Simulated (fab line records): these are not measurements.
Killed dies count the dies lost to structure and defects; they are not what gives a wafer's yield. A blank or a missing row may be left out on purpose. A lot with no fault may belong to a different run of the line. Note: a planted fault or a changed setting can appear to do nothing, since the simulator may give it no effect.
A struck lot beside a sound one -- flow ritCmos -- 15 out of 202 route steps
Sound: wafers L796.3, L796.4, L796.6. Struck: wafer L805.2 (L805.1, L805.5, from the same lot, were not struck and are left out); the cause is given at the end.
For every step that has rows: the tool of each side, followed by ch and its chambers, followed by its first start. Under that, the readings that differ: sound wafers -- struck wafers -- difference of the means -- sigmas: that difference in standard deviations of wafers without a fault.
alike: words and numbers the same on both sides, and readings whose means are apart by under 2 such deviations; not compared: readings that were withheld, readings missing a value for some wafer, numbers with overlapping values and no deviation given by the record, and bounds like >300 which may hide the same value.
The two part at a step that has a row with sigmas, a row that says differs or no value, or rows on one side only. Numbers that have no deviation but don't overlap get no sigmas and don't part them. Lack of a reading on every wafer of one side parts them only where that side has two or more wafers.

RIT_M1_SPUTTER_00: material Al, target thk 400 nm, time 500 s.
  sound on pvdSputter-02, day 5 16:44; struck on pvdSputter-02, day 7 22:10
  alike: throttleValvePct
RIT_M1_RS_MEAS_01: uses a four-point probe to measure.
  sound on filmMetro-03, day 5 17:04; struck on filmMetro-03, day 7 22:28
  alike: M1_AL_RS
RIT_M1_THK_MEAS_02: measures by xrf.
  sound on filmMetro-03, day 5 17:10; struck on filmMetro-03, day 7 22:35
  alike: M1_AL_THK
then, 6 steps without rows for these wafers: RIT_M1_HMDS_03 (prime time 60 s); RIT_M1_COAT_04 (resist thk 1300 nm); RIT_M1_SOFTBAKE_05 (time 60 s); RIT_M1_EXPOSE_06 (exposes mask M12, target cd 2600 nm); RIT_M1_PEB_07; RIT_M1_DEVELOP_08 (develop time 68 s).
RIT_M1_CD_MEAS_09 targets a cd of 2600 nm.
  sound on cdSem-02, day 5 18:16; struck on cdSem-02, day 7 23:38
  alike: cdNm
RIT_M1_OVL_MEAS_10:
  sound on overlay-01, day 5 18:21; struck on overlay-01, day 7 23:46
  alike: M1_OVL
then, 1 step without rows for these wafers: RIT_M1_HARDBAKE_11 (time 120 s).
RIT_M1_METAL_ETCH_12: etches Al in Cl2/BCl3, stops on SiO2, time 165 s, target depth 600 nm.
  sound on rieMetal-01 ch 0,1, day 5 18:41; struck on rieMetal-02 ch 1, day 8 00:05
reading,sound,struck,difference,sigmas
rfHoursCounterH (h),- - -,5,no value on the sound wafers,
model.NOVOLAK_of_M1_COAT_04.thkNm (nm),805 803.9 805,859,+54,
  alike: drypumpMotorCurrentA, mfcCl2Sccm, oesProductAu, throttleValvePct
then, 1 step without rows for these wafers: RIT_M1_STRIP_13 (strips in nmp, time 600 s).
RIT_M1_PROBE_99:
  sound on prober-02, day 5 20:59; struck on prober-01, day 8 02:23
reading,sound,struck,difference,sigmas
model.etest.antennaM1.vtShiftV (V),-0.01064 -0.01655 -0.01527,-0.004586,+0.009567,

== WHERE THEY PART ==
RIT_M1_METAL_ETCH_12 only, going by this record.

WHY: what had been put in by the simulator
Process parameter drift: rieMetal-02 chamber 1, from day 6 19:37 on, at RIT_M1_METAL_ETCH_12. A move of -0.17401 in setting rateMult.
